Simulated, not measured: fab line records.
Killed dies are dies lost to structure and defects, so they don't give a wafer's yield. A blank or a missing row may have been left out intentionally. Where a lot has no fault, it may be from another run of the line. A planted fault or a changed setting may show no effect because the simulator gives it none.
Comparing a struck lot with a sound one + flow rit-cmos + 23 out of 202 route steps
Sound: wafers L801.1, L801.2, L801.3. Wafers L808.1, L808.2, L808.3 were the ones struck. Last of all comes the cause.
At each step with rows: each side's tool, then ch and its chambers, then its first start. Under that, the readings that differ: sound wafers + struck wafers + difference of the means + sigmas: that difference in standard deviations of wafers without a fault.
alike: words and numbers the same on both sides, and readings whose means are apart by under 2 such deviations; not compared: readings that were withheld, readings missing a value for some wafer, numbers with overlapping values and no deviation given by the record, and bounds like >300 which may hide the same value.
Wherever a step has rows on one side only, a row that says differs or no value, or a row with sigmas, the two part there. Non-overlapping numbers with no deviation appear without sigmas and do not part them. Lack of a reading on every wafer of one side parts them only where that side has two or more wafers.

RIT_CONTACT_CD_MEAS_08: target cd 1000 nm.
  struck on cd-sem-01, day 6 17:02; sound on cd-sem-02, day 5 09:13
  alike: cd-nm
RIT_CONTACT_OVL_MEAS_09:
  struck on overlay-01, day 6 17:10; sound on overlay-01, day 5 09:20
  alike: CONTACT_OVL
then, 1 step without rows for these wafers: RIT_CONTACT_HARDBAKE_10 (time 60 s).
RIT_CONTACT_ETCH_11: etches SiO2 in CHF3/CF4/Ar, stops on TiSi2, target depth 480 nm, time 320 s.
  sound on rie-diel-04 ch 0,1,3, day 5 09:32; struck on rie-diel-04 ch 1,2,3, day 6 17:21
  alike: drypump-motor-current-A, oes-product-au, throttle-valve-pct
  not compared: rf-hours-counter-h
RIT_CONTACT_STRIP_12: strips in O2, time 180 s.
  sound on plasma-asher-01 ch 0,1, day 5 09:43; struck on plasma-asher-01 ch 0,1, day 6 17:32
  alike: drypump-motor-current-A, rf-refl-power-W
  not compared: rf-hours-counter-h
RIT_CONTACT_CD_MEAS_90: target cd 1000 nm.
  struck on cd-sem-01, day 6 17:43; sound on cd-sem-02, day 5 09:53
  alike: cd-nm
then, 2 steps without rows for these wafers: RIT_CONTACT_CLEAN_13 (cleans in SC1, time 600 s); RIT_CONTACT_CLEAN_14 (cleans in SC2, time 600 s).
RIT_M1_SPUTTER_00: material Al, target thk 400 nm, time 500 s.
  struck on pvd-sputter-04, day 6 18:11; sound on pvd-sputter-01, day 5 10:23
  alike: throttle-valve-pct
RIT_M1_RS_MEAS_01: uses a four-point probe to measure.
  struck on film-metro-01, day 6 18:29; sound on film-metro-02, day 5 10:41
| reading           | sound                | struck               | difference | sigmas |
|-------------------|----------------------|----------------------|------------|--------|
| M1_AL_RS (ohm/sq) | 0.0727 0.0732 0.0740 | 0.0746 0.0752 0.0749 | +0.0016    | +2     |
RIT_M1_THK_MEAS_02: measures by xrf.
  struck on film-metro-01, day 6 18:36; sound on film-metro-02, day 5 10:48
| reading        | sound       | struck      | difference | sigmas |
|----------------|-------------|-------------|------------|--------|
| M1_AL_THK (nm) | 414 412 406 | 400 397 394 | -14        | -3     |
then, 1 step without rows for these wafers: RIT_M1_HMDS_03 (prime time 60 s).
RIT_M1_COAT_04: resist thk 1300 nm.
  sound on litho-track-04 ch 0, day 5 11:01; struck on litho-track-01 ch 0, day 6 18:49
| reading                                 | sound          | struck         | difference | sigmas |
|-----------------------------------------|----------------|----------------|------------|--------|
| model.NOVOLAK_of_M1_COAT_04.thk-nm (nm) | 1297 1294 1297 | 1122 1121 1125 | -173       |        |
  alike: chill-plate-temp-C, spin-speed-rpm
then, 4 steps without rows for these wafers: RIT_M1_SOFTBAKE_05 (time 60 s); RIT_M1_EXPOSE_06 (exposes mask M12, target cd 2600 nm); RIT_M1_PEB_07; RIT_M1_DEVELOP_08 (develop time 68 s).
RIT_M1_CD_MEAS_09: target cd 2600 nm.
  struck on cd-sem-01, day 6 19:40; sound on cd-sem-01, day 5 11:44
| reading    | sound                | struck               | difference | sigmas |
|------------|----------------------|----------------------|------------|--------|
| cd-nm (nm) | 2598.7 2599.5 2602.2 | 2585.6 2582.6 2584.6 | -15.9      | -8     |
RIT_M1_OVL_MEAS_10:
  struck on overlay-02, day 6 19:47; sound on overlay-02, day 5 11:52
  alike: M1_OVL
then, 1 step without rows for these wafers: RIT_M1_HARDBAKE_11 (time 120 s).
RIT_M1_METAL_ETCH_12: etches Al in Cl2/BCl3, stops on SiO2, time 165 s, target depth 600 nm.
  sound on rie-metal-02 ch 0,1, day 5 12:08; struck on rie-metal-01 ch 0,1, day 6 20:04
| reading                                 | sound             | struck            | difference | sigmas |
|-----------------------------------------|-------------------|-------------------|------------|--------|
| model.NOVOLAK_of_M1_COAT_04.thk-nm (nm) | 792.9 817.5 798.3 | 656.4 644.7 658.6 | -149.7     |        |
| model.M1.cd-nm (nm)                     | 2598 2600 2600    | 2587 2582 2585    | -15        |        |
  alike: drypump-motor-current-A, oes-product-au, throttle-valve-pct
  not compared: rf-hours-counter-h
then, 1 step without rows for these wafers: RIT_M1_STRIP_13 (strips in nmp, time 600 s).
RIT_M1_PROBE_99:
  struck on prober-01, day 6 22:23; sound on prober-01, day 5 14:23
| reading                      | sound          | struck         | difference | sigmas |
|------------------------------|----------------|----------------|------------|--------|
| killed-short                 | 1 2 5          | 9 3 7          | +4         | +2     |
| model.etest.m1.width-nm (nm) | 2598 2598 2592 | 2582 2581 2585 | -13        |        |
  alike: defect-limited-yield, killed-at-contacts, killed-at-front-end, killed-dies, killed-open, sort_bin_3_pad_short, sort_bin_5_function, sort_bin_6_memory, sort-n-pass, sort-yield-pct

== WHERE THEY PART ==
Last at RIT_M1_PROBE_99 as far as this record goes, first at RIT_M1_RS_MEAS_01.

WHY: whatever the simulator had introduced
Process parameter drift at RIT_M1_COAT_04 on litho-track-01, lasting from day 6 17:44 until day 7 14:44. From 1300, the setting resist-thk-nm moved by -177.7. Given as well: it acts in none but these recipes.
